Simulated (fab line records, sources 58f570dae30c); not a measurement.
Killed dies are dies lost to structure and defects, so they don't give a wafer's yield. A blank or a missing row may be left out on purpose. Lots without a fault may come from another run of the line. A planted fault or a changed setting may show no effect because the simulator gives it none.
Which tool did it? | flow berkeley_cmos170 | 15 lots, 45 wafers sampled, at 1 step of a route of 331

WHAT THE GAUGES READ, wafer by wafer
UCB170_NLDD_CD_MEAS_06: target cd 1200 nm. Usual: cd_nm 1200.0 nm, standard deviation 1.2.
lot  | measured     | on        | cd_nm (nm)           | flag
L162 | day 6 02:55  | cd_sem-01 | 1200.8 1201.4 1201.5 |
L164 | day 6 03:31  | cd_sem-01 | 1199.8 1200.1 1200.4 |
L163 | day 6 04:14  | cd_sem-02 | 1200.4 1199.7 1200.0 |
L166 | day 6 18:31  | cd_sem-02 | 1199.2 1198.2 1198.8 |
L165 | day 6 18:47  | cd_sem-01 | 1201.4 1200.9 1201.3 |
L167 | day 7 08:00  | cd_sem-02 | 1200.5 1201.1 1201.3 |
L170 | day 8 09:52  | cd_sem-01 | 1197.0 1197.2 1198.0 |
L172 | day 8 10:08  | cd_sem-02 | 1200.9 1200.9 1200.9 |
L171 | day 8 10:20  | cd_sem-01 | 1196.4 1197.0 1197.4 |
L174 | day 8 18:34  | cd_sem-01 | 1199.1 1199.2 1198.1 |
L176 | day 9 02:40  | cd_sem-02 | 1200.6 1201.3 1200.5 |
L179 | day 9 21:14  | cd_sem-01 | 1202.3 1201.2 1201.0 |
L182 | day 10 12:52 | cd_sem-02 | 1198.3 1197.7 1198.7 |
L181 | day 10 13:08 | cd_sem-02 | 1200.1 1201.1 1200.0 |
L183 | day 10 23:28 | cd_sem-02 | 1201.5 1201.4 1200.9 |

WHICH TOOL RAN EACH LOT (tool, then ch and the chambers of the sampled wafers, then the start)
The record holds no process step before these readings.

WHAT THE TOOLS THEMSELVES READ (means of the sampled wafers that have a number; where no wafer has one, the mark that the record gives instead)
The record holds no such reading with a usual standard deviation.

THE ANSWER, worked out from the rows above alone
Rule: a lot is off if the mean of its wafers that have a number lies more than 3 standard deviations from the usual mean. A lot without any number at a reading at which 4 lots or more have one is off too. The other lots that the step has rows for count as sound. The gauges are gone through in route order, then the tools' own readings, and for those a lot's mean is taken as printed above. The first step at which some lot is off is used, and at that step the reading that is off furthest; a lot without a number counts as furthest.
No lot is off at any reading shown: from this, nothing can be told.

WHAT THE SIMULATOR HAD PUT IN
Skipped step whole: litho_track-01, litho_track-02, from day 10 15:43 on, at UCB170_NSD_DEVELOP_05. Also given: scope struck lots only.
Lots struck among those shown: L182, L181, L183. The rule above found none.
